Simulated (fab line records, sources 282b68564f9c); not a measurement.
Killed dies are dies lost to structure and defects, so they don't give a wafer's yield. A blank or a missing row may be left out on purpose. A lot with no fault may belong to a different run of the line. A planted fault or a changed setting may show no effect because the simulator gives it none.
What tool caused it? :: flow rit_cmos :: 42 wafers from 14 lots sampled at 5 of the route's 202 steps

== WHAT THE GAUGES SHOWED, per wafer ==
RIT_ACTIVE_CD_MEAS_11 targets a cd of 1400 nm.
lot: L481
measured: day 1 15:16
on: cd_sem-01
cd_nm (nm): 1401.9 1403.6 1402.0

lot: L482
measured: day 1 19:36
on: cd_sem-01
cd_nm (nm): 1400.5 1401.0 1399.3

lot: L486
measured: day 2 15:34
on: cd_sem-01
cd_nm (nm): 1401.2 1402.1 1398.4

lot: L487
measured: day 2 21:31
on: cd_sem-01
cd_nm (nm): 1400.3 1402.9 1401.4

lot: L492
measured: day 4 01:02
on: cd_sem-02
cd_nm (nm): 1403.1 1402.3 1402.7

lot: L494
measured: day 4 07:26
on: cd_sem-02
cd_nm (nm): 1401.7 1404.7 1403.8

lot: L496
measured: day 4 17:26
on: cd_sem-01
cd_nm (nm): 1399.8 1398.8 1399.2

lot: L497
measured: day 4 23:28
on: cd_sem-01
cd_nm (nm): 1401.8 1401.0 1403.2

lot: L498
measured: day 5 03:32
on: cd_sem-02
cd_nm (nm): 1396.4 1398.8 1398.7

lot: L499
measured: day 5 09:52
on: cd_sem-01
cd_nm (nm): 1397.9 1399.2 1399.9

lot: L500
measured: day 5 14:35
on: cd_sem-02
cd_nm (nm): 1402.7 1401.9 1402.1

lot: L501
measured: day 5 18:48
on: cd_sem-01
cd_nm (nm): 1398.6 1398.9 1397.3

lot: L502
measured: day 5 23:49
on: cd_sem-01
cd_nm (nm): 1396.2 1400.1 1399.0

lot: L503
measured: day 6 07:21
on: cd_sem-02
cd_nm (nm): 1400.3 1398.4 1399.1

RIT_FOX2_THK_MEAS_90.
lot: L481
measured: day 1 20:40
on: film_metro-01
FIELD_OXIDE_LEFT_1_THK (nm): 319 323 319

lot: L482
measured: day 2 01:49
on: film_metro-02
FIELD_OXIDE_LEFT_1_THK (nm): 322 320 328

lot: L486
measured: day 2 22:38
on: film_metro-04
FIELD_OXIDE_LEFT_1_THK (nm): 325 334 341

lot: L487
measured: day 3 02:50
on: film_metro-01
FIELD_OXIDE_LEFT_1_THK (nm): 322 317 321

lot: L492
measured: day 4 05:52
on: film_metro-02
FIELD_OXIDE_LEFT_1_THK (nm): 327 331 326

lot: L494
measured: day 4 13:46
on: film_metro-02
FIELD_OXIDE_LEFT_1_THK (nm): 330 327 328

lot: L496
measured: day 4 23:13
on: film_metro-01
FIELD_OXIDE_LEFT_1_THK (nm): 326 330 325

lot: L497
measured: day 5 04:22
on: film_metro-04
FIELD_OXIDE_LEFT_1_THK (nm): 315 314 324

lot: L498
measured: day 5 11:08
on: film_metro-04
FIELD_OXIDE_LEFT_1_THK (nm): 313 325 323

lot: L499
measured: day 5 18:29
on: film_metro-01
FIELD_OXIDE_LEFT_1_THK (nm): 319 319 320

lot: L500
measured: day 5 20:01
on: film_metro-02
FIELD_OXIDE_LEFT_1_THK (nm): 307 310 309

lot: L501
measured: day 5 23:41
on: film_metro-02
FIELD_OXIDE_LEFT_1_THK (nm): 323 327 322

lot: L502
measured: day 6 10:12
on: film_metro-01
FIELD_OXIDE_LEFT_1_THK (nm): 315 310 313

lot: L503
measured: day 6 14:28
on: film_metro-04
FIELD_OXIDE_LEFT_1_THK (nm): 321 318 323

RIT_NWELL_TW_MEAS_10.
lot: L481
measured: day 1 22:13
on: film_metro-01
NWELL_TW: 2138 2128 2134

lot: L482
measured: day 2 03:22
on: film_metro-03
NWELL_TW: 2141 2142 2142

lot: L486
measured: day 3 00:11
on: film_metro-04
NWELL_TW: 2178 2169 2182

lot: L487
measured: day 3 04:23
on: film_metro-03
NWELL_TW: 2152 2143 2144

lot: L492
measured: day 4 07:25
on: film_metro-01
NWELL_TW: 2135 2117 2119

lot: L494
measured: day 4 15:19
on: film_metro-04
NWELL_TW: 2169 2158 2165

lot: L496
measured: day 5 00:58
on: film_metro-04
NWELL_TW: 2155 2164 2162

lot: L497
measured: day 5 05:55
on: film_metro-03
NWELL_TW: 2156 2146 2152

lot: L498
measured: day 5 12:49
on: film_metro-01
NWELL_TW: 2143 2127 2129

lot: L499
measured: day 5 20:02
on: film_metro-03
NWELL_TW: 2149 2156 2142

lot: L500
measured: day 5 21:48
on: film_metro-03
NWELL_TW: 2152 2157 2147

lot: L501
measured: day 6 01:22
on: film_metro-01
NWELL_TW: 2123 2129 2139

lot: L502
measured: day 6 11:49
on: film_metro-03
NWELL_TW: 2137 2140 2132

lot: L503
measured: day 6 16:10
on: film_metro-04
NWELL_TW: 2148 2159 2152

RIT_GATE_THK_MEAS_09.
lot: L481
measured: day 2 14:51
on: film_metro-02
GATE_POLY_THK (nm): 257.5 258.3 260.8

lot: L482
measured: day 2 19:45
on: film_metro-02
GATE_POLY_THK (nm): 256.7 254.9 254.8

lot: L486
measured: day 3 14:08
on: film_metro-01
GATE_POLY_THK (nm): 251.7 252.0 252.5

lot: L487
measured: day 4 01:18
on: film_metro-01
GATE_POLY_THK (nm): 255.9 254.0 257.0

lot: L492
measured: day 5 00:16
on: film_metro-02
GATE_POLY_THK (nm): 257.5 260.9 259.0

lot: L494
measured: day 5 10:32
on: film_metro-01
GATE_POLY_THK (nm): 254.9 255.1 254.4

lot: L496
measured: day 5 16:30
on: film_metro-04
GATE_POLY_THK (nm): 296.7 296.5 295.4 297.0 296.5 295.7

lot: L497
measured: day 5 21:02
on: film_metro-04
GATE_POLY_THK (nm): 294.5 296.5 294.6 294.7 296.5 294.6

lot: L498
measured: day 6 06:53
on: film_metro-02
GATE_POLY_THK (nm): 254.3 253.8 254.3

lot: L499
measured: day 6 13:17
on: film_metro-01
GATE_POLY_THK (nm): 255.9 256.9 256.1

lot: L500
measured: day 6 13:16
on: film_metro-02
GATE_POLY_THK (nm): 258.1 258.5 259.7

lot: L501
measured: day 6 17:19
on: film_metro-02
GATE_POLY_THK (nm): 256.2 258.1 256.9

lot: L502
measured: day 7 08:50
on: film_metro-01
GATE_POLY_THK (nm): 259.0 259.1 259.9

lot: L503
measured: day 7 08:50
on: film_metro-04
GATE_POLY_THK (nm): 257.9 257.4 255.9

== WHAT TOOL EACH LOT RAN ON (gives the tool, then ch and the chambers of the sampled wafers, and finally the start) ==
lot: L481
RIT_GATE_CVD_08: lpcvd-01 ch 0, day 2 12:26

lot: L482
RIT_GATE_CVD_08: lpcvd-02 ch 0, day 2 18:07

lot: L486
RIT_GATE_CVD_08: lpcvd-02 ch 0, day 3 12:32

lot: L487
RIT_GATE_CVD_08: lpcvd-02 ch 0, day 3 22:52

lot: L492
RIT_GATE_CVD_08: lpcvd-02 ch 1, day 4 22:39

lot: L494
RIT_GATE_CVD_08: lpcvd-02 ch 0, day 5 08:55

lot: L496
RIT_GATE_CVD_08: lpcvd-02 ch 0, day 5 14:53

lot: L497
RIT_GATE_CVD_08: lpcvd-02 ch 0, day 5 19:25

lot: L498
RIT_GATE_CVD_08: lpcvd-02 ch 1, day 6 05:15

lot: L499
RIT_GATE_CVD_08: lpcvd-01 ch 1, day 6 11:38

lot: L500
RIT_GATE_CVD_08: lpcvd-01 ch 0, day 6 11:38

lot: L501
RIT_GATE_CVD_08: lpcvd-01 ch 0, day 6 15:41

lot: L502
RIT_GATE_CVD_08: lpcvd-01 ch 0, day 7 07:13

lot: L503
RIT_GATE_CVD_08: lpcvd-01 ch 1, day 7 07:13
- RIT_GATE_CVD_08: deposits poly-Si from SiH4, target thk 250 nm, time 2220 s.

== AS READ BY THE TOOLS THEMSELVES (means over the sampled wafers that have a number; for cases with no such wafer, the mark the record gives instead) ==
RIT_GATE_CVD_08.
lot: L481
tool: lpcvd-01
sih4_flow_sccm (sccm): 99.88
spike_tc_centre_C (C): 610.5
zone_power_load_pct (%): 12.39

lot: L482
tool: lpcvd-02
sih4_flow_sccm (sccm): 99.99
spike_tc_centre_C (C): 610.7
zone_power_load_pct (%): 12.87

lot: L486
tool: lpcvd-02
sih4_flow_sccm (sccm): 100.27
spike_tc_centre_C (C): 611.3
zone_power_load_pct (%): 12.74

lot: L487
tool: lpcvd-02
sih4_flow_sccm (sccm): 99.70
spike_tc_centre_C (C): 611.3
zone_power_load_pct (%): 12.76

lot: L492
tool: lpcvd-02
sih4_flow_sccm (sccm): 99.56
spike_tc_centre_C (C): 610.0
zone_power_load_pct (%): 13.12

lot: L494
tool: lpcvd-02
sih4_flow_sccm (sccm): 99.99
spike_tc_centre_C (C): 611.3
zone_power_load_pct (%): 12.72

lot: L496
tool: lpcvd-02
sih4_flow_sccm (sccm): 100.08
spike_tc_centre_C (C): 610.6
zone_power_load_pct (%): 12.83

lot: L497
tool: lpcvd-02
sih4_flow_sccm (sccm): 100.47
spike_tc_centre_C (C): 611.1
zone_power_load_pct (%): 12.65

lot: L498
tool: lpcvd-02
sih4_flow_sccm (sccm): 100.00
spike_tc_centre_C (C): 610.3
zone_power_load_pct (%): 13.21

lot: L499
tool: lpcvd-01
sih4_flow_sccm (sccm): 100.22
spike_tc_centre_C (C): 612.5
zone_power_load_pct (%): 13.07

lot: L500
tool: lpcvd-01
sih4_flow_sccm (sccm): 100.23
spike_tc_centre_C (C): 611.1
zone_power_load_pct (%): 12.50

lot: L501
tool: lpcvd-01
sih4_flow_sccm (sccm): 99.74
spike_tc_centre_C (C): 610.7
zone_power_load_pct (%): 12.40

lot: L502
tool: lpcvd-01
sih4_flow_sccm (sccm): 100.10
spike_tc_centre_C (C): 610.9
zone_power_load_pct (%): 12.37

lot: L503
tool: lpcvd-01
sih4_flow_sccm (sccm): 100.38
spike_tc_centre_C (C): 612.0
zone_power_load_pct (%): 13.05

== THE ANSWER, worked out from the rows above alone ==
Rule: the usual values come from the lots themselves. Put in order of their means at a reading, lots are off if they are a third of the lots or fewer, leave a main group of 4 or more, and stand apart from it by a gap of 3 or more times the standard deviation of the main group's means; of several such gaps the widest counts. A main group whose means are all the same, to the digits that the tables above print for the reading, isn't used. A lot without any number at a reading at which 4 lots or more have one is off too. The other lots that the step has rows for count as sound. First the gauges in route order, then the tools' own readings, where a lot's mean is used as printed above. At the first step where some lot is off, the reading lying furthest off is the one used; lots without a number count as furthest.
Off: L496, L497, seen at RIT_GATE_THK_MEAS_09 (GATE_POLY_THK). The main group: mean 256.6 nm, standard deviation 2.2.
If a tool, at a process step before that reading, ran all the lots that are off and no sound lot after the first of them, it fits. Those tools and the gauges at RIT_GATE_THK_MEAS_09 are tried in the same way. None of those tried fits.

== WHAT THE SIMULATOR HAD PUT IN ==
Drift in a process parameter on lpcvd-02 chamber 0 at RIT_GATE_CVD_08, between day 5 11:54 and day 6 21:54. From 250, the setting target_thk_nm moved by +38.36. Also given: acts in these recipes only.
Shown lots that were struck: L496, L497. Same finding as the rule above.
